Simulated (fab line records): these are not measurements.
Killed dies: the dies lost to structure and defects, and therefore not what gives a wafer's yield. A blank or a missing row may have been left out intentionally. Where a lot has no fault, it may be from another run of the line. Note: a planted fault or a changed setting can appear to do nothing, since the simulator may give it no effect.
Comparing a struck lot with a sound one    flow rit_cmos    15 out of 202 route steps
Sound: the wafers L582.2, L582.3, L582.5. The struck wafers were L592.3, L592.4, L592.6. Last of all comes the cause.
Order at every step that has rows: each side's tool, ch and its chambers, its first start. Under that, the readings that differ: sound wafers    struck wafers    difference of the means    sigmas: that difference in standard deviations of wafers without a fault.
alike: readings with means less than 2 such deviations apart, plus words and numbers identical on both sides. not compared: withheld readings, readings lacking a value on some wafer, bounds such as >300 that could conceal the same value, and numbers that have no deviation in the record and whose values overlap.
Wherever a step has rows on one side only, a row that says differs or no value, or a row with sigmas, the two part there. Numbers that have no deviation but don't overlap get no sigmas and don't part them. Lack of a reading on every wafer of one side parts them only where that side has two or more wafers.

RIT_FOX2_THK_MEAS_01:
  sound on film_metro-04, day 2 14:59; struck on film_metro-04, day 4 17:18
  alike: FOX2_OXIDE_THK
then, 2 steps without rows for these wafers: RIT_FOX2_CLEAN_02 (cleans in dHF, time 180 s); RIT_FOX2_WET_ETCH_03 (etches Si3N4 in H3PO4, target depth 195 nm, time 2700 s).
RIT_FOX2_THK_MEAS_90:
  sound on film_metro-03, day 2 15:51; struck on film_metro-01, day 4 18:11
  alike: FIELD_OXIDE_LEFT_1_THK
then, 6 steps without rows for these wafers: RIT_NWELL_HMDS_00 (prime time 60 s); RIT_NWELL_COAT_01 (resist thk 1300 nm); RIT_NWELL_SOFTBAKE_02 (time 60 s); RIT_NWELL_EXPOSE_03 (exposes mask M2, target cd 43900 nm); RIT_NWELL_PEB_04; RIT_NWELL_DEVELOP_05 (develop time 68 s).
RIT_NWELL_OVL_MEAS_06:
  sound on overlay-01, day 2 16:59; struck on overlay-01, day 4 19:07
  alike: NWELL_OVL
then, 1 step without rows for these wafers: RIT_NWELL_HARDBAKE_07 (time 120 s).
RIT_NWELL_IMPLANT_08:
  sound on implanter-02 ch 0, day 2 17:17; struck on implanter-02 ch 0, day 4 19:26
reading             sound              struck             difference  sigmas
tilt_deg (degrees)  6.988 7.021 7.003  7.243 7.276 7.255  +0.254      +12
  alike: dose_ions_cm2
RIT_NWELL_STRIP_09: strips in O2, time 180 s.
  sound on plasma_asher-01 ch 0,1, day 2 17:25; struck on plasma_asher-01 ch 0,1, day 4 19:36
  alike: drypump_motor_current_A, rf_refl_power_W
  not compared: rf_hours_counter_h
RIT_M1_PROBE_99:
  sound on prober-01, day 4 08:41; struck on prober-01, day 6 07:59
  alike: killed_at_contacts, killed_at_front_end, killed_dies, killed_open, killed_short

## WHERE THEY PART
Only at RIT_NWELL_IMPLANT_08, as far as this record shows. Later steps at which nothing parts them and some readings are alike: RIT_NWELL_STRIP_09, RIT_M1_PROBE_99.

WHY: the cause the simulator had injected
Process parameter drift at RIT_NWELL_IMPLANT_08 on implanter-02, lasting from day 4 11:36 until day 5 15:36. From 7, the setting tilt_deg moved by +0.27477. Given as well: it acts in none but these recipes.
